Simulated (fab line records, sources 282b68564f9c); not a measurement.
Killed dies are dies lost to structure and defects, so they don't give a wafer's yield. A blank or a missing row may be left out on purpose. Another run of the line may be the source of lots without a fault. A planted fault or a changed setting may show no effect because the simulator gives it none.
Which tool did it? -- flow ritCmos -- 14 lots, 42 wafers sampled, at 7 steps of a route of 202

== WHAT EACH GAUGE READ, for each wafer ==
RIT_WELLDRIVE_RS_MEAS_01: a four-point-probe measurement. Usual: NWELL_RS 275.3 ohm/sq, standard deviation 0.68.
lot,measured,on,NWELL_RS (ohm/sq),flag
L986,day 2 09:21,filmMetro-02,275.9 275.6 276.5,
L987,day 2 15:15,filmMetro-01,275.8 275.2 275.4,
L988,day 2 20:38,filmMetro-04,275.9 275.9 276.1,
L990,day 3 08:55,filmMetro-02,276.9 276.4 275.8,
L991,day 3 13:19,filmMetro-04,274.6 274.6 275.0,
L992,day 3 16:58,filmMetro-02,275.1 275.5 275.2,
L995,day 4 10:52,filmMetro-01,276.0 275.6 275.0,
L996,day 4 11:23,filmMetro-04,275.4 274.9 274.1,
L998,day 4 22:52,filmMetro-01,274.8 274.6 275.7,
L999,day 5 02:03,filmMetro-02,274.3 275.2 274.9,
L103,day 6 07:08,filmMetro-01,274.5 274.4 275.0,
L106,day 6 15:08,filmMetro-04,274.8 274.0 274.5,
L107,day 6 19:37,filmMetro-02,274.6 274.1 274.1,
L108,day 7 02:16,filmMetro-04,275.9 274.6 275.2,

RIT_NLDD_OVL_MEAS_06. Usual: NLDD_OVL -1.2 nm, standard deviation 1.2.
lot,measured,on,NLDD_OVL (nm),flag
L986,day 2 22:59,overlay-02,-1.9 -1.1 0.5,
L987,day 3 06:20,overlay-02,0.2 -0.8 -1.2,
L988,day 3 13:14,overlay-01,-1.6 -3.0 -1.6,
L990,day 4 01:19,overlay-02,-1.0 -1.9 -2.0,
L991,day 4 04:17,overlay-01,-1.1 -1.6 -1.5,
L992,day 4 06:42,overlay-01,-1.5 -2.0 -2.8,
L995,day 5 01:46,overlay-01,0.4 -0.2 1.1,
L996,day 5 03:23,overlay-02,-0.9 0.2 -0.5,
L998,day 5 12:33,overlay-02,- - -,OFF
L999,day 5 20:46,overlay-02,- - -,OFF
L103,day 6 22:13,overlay-01,-0.1 0.9 1.5,
L106,day 7 05:35,overlay-01,-2.9 -3.2 -3.0,
L107,day 7 13:28,overlay-02,-0.6 -1.6 0.6,
L108,day 7 17:23,overlay-02,-0.8 -1.4 -1.2,

RIT_PLDD_TW_MEAS_10. Usual: PLDD_TW 2338, standard deviation 14.
lot,measured,on,PLDD_TW,flag
L986,day 3 00:56,filmMetro-02,2336 2328 2321,
L987,day 3 08:24,filmMetro-04,2347 2326 2335,
L988,day 3 15:10,filmMetro-03,2345 2321 2335,
L990,day 4 03:31,filmMetro-02,2337 2334 2336,
L991,day 4 06:13,filmMetro-04,2305 2318 2308,
L992,day 4 08:46,filmMetro-04,2306 2320 2318,
L995,day 5 03:41,filmMetro-04,2318 2332 2334,
L996,day 5 05:20,filmMetro-04,2332 2342 2338,
L998,day 5 14:29,filmMetro-04,2853 2854 2857,OFF
L999,day 5 22:49,filmMetro-03,2861 2884 2861,OFF
L103,day 7 00:18,filmMetro-03,2356 2332 2352,
L106,day 7 07:31,filmMetro-03,2343 2350 2349,
L107,day 7 15:32,filmMetro-04,2322 2330 2329,
L108,day 7 19:27,filmMetro-03,2353 2348 2341,

RIT_NSD_TW_MEAS_10. Usual: NSD_TW 3092, standard deviation 18.
lot,measured,on,NSD_TW,flag
L986,day 3 04:58,filmMetro-04,3103 3107 3111,
L987,day 3 12:34,filmMetro-02,3080 3095 3090,
L988,day 3 19:06,filmMetro-04,3116 3082 3104,
L990,day 4 07:34,filmMetro-02,3106 3084 3127,
L991,day 4 10:23,filmMetro-02,3103 3095 3085,
L992,day 4 12:53,filmMetro-04,3067 3070 3059,
L995,day 5 07:37,filmMetro-04,3071 3070 3078,
L996,day 5 09:41,filmMetro-04,3094 3098 3070,
L998,day 5 18:32,filmMetro-03,3306 3314 3301,OFF
L999,day 6 02:52,filmMetro-03,3347 3318 3333,OFF
L103,day 7 04:15,filmMetro-03,3113 3102 3077,
L106,day 7 11:25,filmMetro-04,3089 3086 3071,
L107,day 7 20:25,filmMetro-04,3086 3091 3089,
L108,day 8 00:10,filmMetro-02,3100 3099 3092,

== WHAT TOOL EACH LOT RAN ON (gives the tool, then ch and the chambers of the sampled wafers, and finally the start) ==
lot,RIT_NWELL_STRIP_09,RIT_PWELL_SOFTBAKE_02,RIT_NLDD_COAT_01
L986,"plasmaAsher-03 ch 0,1, day 2 02:22","lithoTrack-04 ch 0, day 2 02:54","lithoTrack-03 ch 0, day 2 22:13"
L987,"plasmaAsher-01 ch 0,1, day 2 08:22","lithoTrack-04 ch 0, day 2 08:55","lithoTrack-03 ch 0, day 3 05:21"
L988,"plasmaAsher-04 ch 0,1, day 2 13:39","lithoTrack-03 ch 0, day 2 14:11","lithoTrack-02 ch 0, day 3 12:34"
L990,"plasmaAsher-04 ch 0,1, day 3 00:20","lithoTrack-03 ch 0, day 3 00:52","lithoTrack-02 ch 0, day 4 00:31"
L991,"plasmaAsher-04 ch 0,1, day 3 06:20","lithoTrack-02 ch 0, day 3 06:52","lithoTrack-04 ch 0, day 4 03:35"
L992,"plasmaAsher-04 ch 0,1, day 3 10:05","lithoTrack-03 ch 0, day 3 10:38","lithoTrack-03 ch 0, day 4 06:01"
L995,"plasmaAsher-01 ch 0,1, day 4 01:49","lithoTrack-04 ch 0, day 4 02:34","lithoTrack-02 ch 0, day 5 00:56"
L996,"plasmaAsher-04 ch 0,1, day 4 04:29","lithoTrack-03 ch 0, day 4 05:03","lithoTrack-03 ch 0, day 5 02:43"
L998,"plasmaAsher-01 ch 0,1, day 4 15:34","lithoTrack-04 ch 0, day 4 16:08","lithoTrack-02, day 5 11:52"
L999,"plasmaAsher-04 ch 0,1, day 4 19:00","lithoTrack-04 ch 0, day 4 19:36","lithoTrack-02, day 5 20:04"
L103,"plasmaAsher-03 ch 0,1, day 5 23:33","lithoTrack-03 ch 0, day 6 00:05","lithoTrack-04 ch 0, day 6 21:23"
L106,"plasmaAsher-04 ch 0,1, day 6 08:09","lithoTrack-04 ch 0, day 6 08:41","lithoTrack-04 ch 0, day 7 04:53"
L107,"plasmaAsher-04 ch 0,1, day 6 12:25","lithoTrack-03 ch 0, day 6 12:56","lithoTrack-03 ch 0, day 7 12:41"
L108,"plasmaAsher-04 ch 0,1, day 6 18:53","lithoTrack-02 ch 0, day 6 19:24","lithoTrack-04 ch 0, day 7 16:44"
- RIT_NWELL_STRIP_09: strips in O2, time 180 s.
- RIT_PWELL_SOFTBAKE_02: time 61.77 s.
- RIT_NLDD_COAT_01: resist thk 1000 nm.

== WHAT THE TOOLS THEMSELVES READ (means of the sampled wafers that have a number; where no wafer has one, the mark that the record gives instead) ==
RIT_NWELL_STRIP_09. Usual: drypumpMotorCurrentA at 5.58 A, with a standard deviation of 0.21.
lot,tool,drypumpMotorCurrentA (A),flag
L986,plasmaAsher-03,5.84,
L987,plasmaAsher-01,5.68,
L988,plasmaAsher-04,5.51,
L990,plasmaAsher-04,5.39,
L991,plasmaAsher-04,5.38,
L992,plasmaAsher-04,5.51,
L995,plasmaAsher-01,5.71,
L996,plasmaAsher-04,5.41,
L998,plasmaAsher-01,5.69,
L999,plasmaAsher-04,5.52,
L103,plasmaAsher-03,5.75,
L106,plasmaAsher-04,5.38,
L107,plasmaAsher-04,5.50,
L108,plasmaAsher-04,5.37,

RIT_PWELL_SOFTBAKE_02. Usual: plateSensorTCentreC 90.969 C, standard deviation 0.0098; plateSensorTEdgeC 91.021 C, standard deviation 0.0097.
lot,tool,plateSensorTCentreC (C),plateSensorTEdgeC (C),flag
L986,lithoTrack-04,90.975,91.027,
L987,lithoTrack-04,90.966,91.023,
L988,lithoTrack-03,90.970,91.023,
L990,lithoTrack-03,90.971,91.018,
L991,lithoTrack-02,90.963,91.021,
L992,lithoTrack-03,90.972,91.019,
L995,lithoTrack-04,90.966,91.018,
L996,lithoTrack-03,90.973,91.015,
L998,lithoTrack-04,90.975,91.016,
L999,lithoTrack-04,90.974,91.022,
L103,lithoTrack-03,90.959,91.021,
L106,lithoTrack-04,90.963,91.024,
L107,lithoTrack-03,90.962,91.014,
L108,lithoTrack-02,90.968,91.021,

RIT_NLDD_COAT_01. Usual: chillPlateTempC 23.01 C, standard deviation 0.097; dispensePressureKPa 50.7 kPa, standard deviation 2.1.
lot,tool,chillPlateTempC (C),dispensePressureKPa (kPa),flag
L986,lithoTrack-03,22.94,48.8,
L987,lithoTrack-03,23.05,48.8,
L988,lithoTrack-02,23.04,53.9,
L990,lithoTrack-02,23.05,53.9,
L991,lithoTrack-04,23.14,50.4,
L992,lithoTrack-03,23.04,48.8,
L995,lithoTrack-02,22.95,53.8,
L996,lithoTrack-03,23.05,48.8,
L998,lithoTrack-02,-,-,OFF
L999,lithoTrack-02,-,-,OFF
L103,lithoTrack-04,23.08,50.4,
L106,lithoTrack-04,23.00,50.4,
L107,lithoTrack-03,22.85,48.8,
L108,lithoTrack-04,22.93,50.4,

== THE ANSWER, worked out from the rows above alone ==
Rule: a lot counts as off when the mean over its wafers that have a number is more than 3 standard deviations away from the usual mean. A lot without any number at a reading at which 4 lots or more have one is off too. The other lots that the step has rows for count as sound. Order of review: gauges by route order, followed by the tools' own readings, for which a lot's mean as printed above is used. The first step at which some lot is off is used, and at that step the reading that is off furthest; a lot without a number counts as furthest.
Off: L998, L999, at RIT_NLDD_OVL_MEAS_06 (NLDD_OVL). Without a number there: L998, L999.
A tool fits if, at a process step before that reading, it ran every lot that is off, and no sound lot after the first of them. The gauges at RIT_NLDD_OVL_MEAS_06 aren't tried: what is off there is off at RIT_PLDD_TW_MEAS_10 too, on other tools, and a gauge's error can't cause that. One fits: lithoTrack-02 at RIT_NLDD_COAT_01. A fault onset in the window from L995 (day 5 00:56, its last sound lot) to L998 (day 5 11:52, its first lot off) fits.
Blank at RIT_NLDD_COAT_01 on the lots that are off, where sound lots have numbers: chillPlateTempC, dispensePressureKPa.

== WHAT THE SIMULATOR HAD PUT IN ==
Whole step skipped at RIT_NLDD_COAT_01 on lithoTrack-02, starting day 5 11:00. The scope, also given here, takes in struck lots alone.
Shown lots that were struck: L998, L999. The rule above found the same.
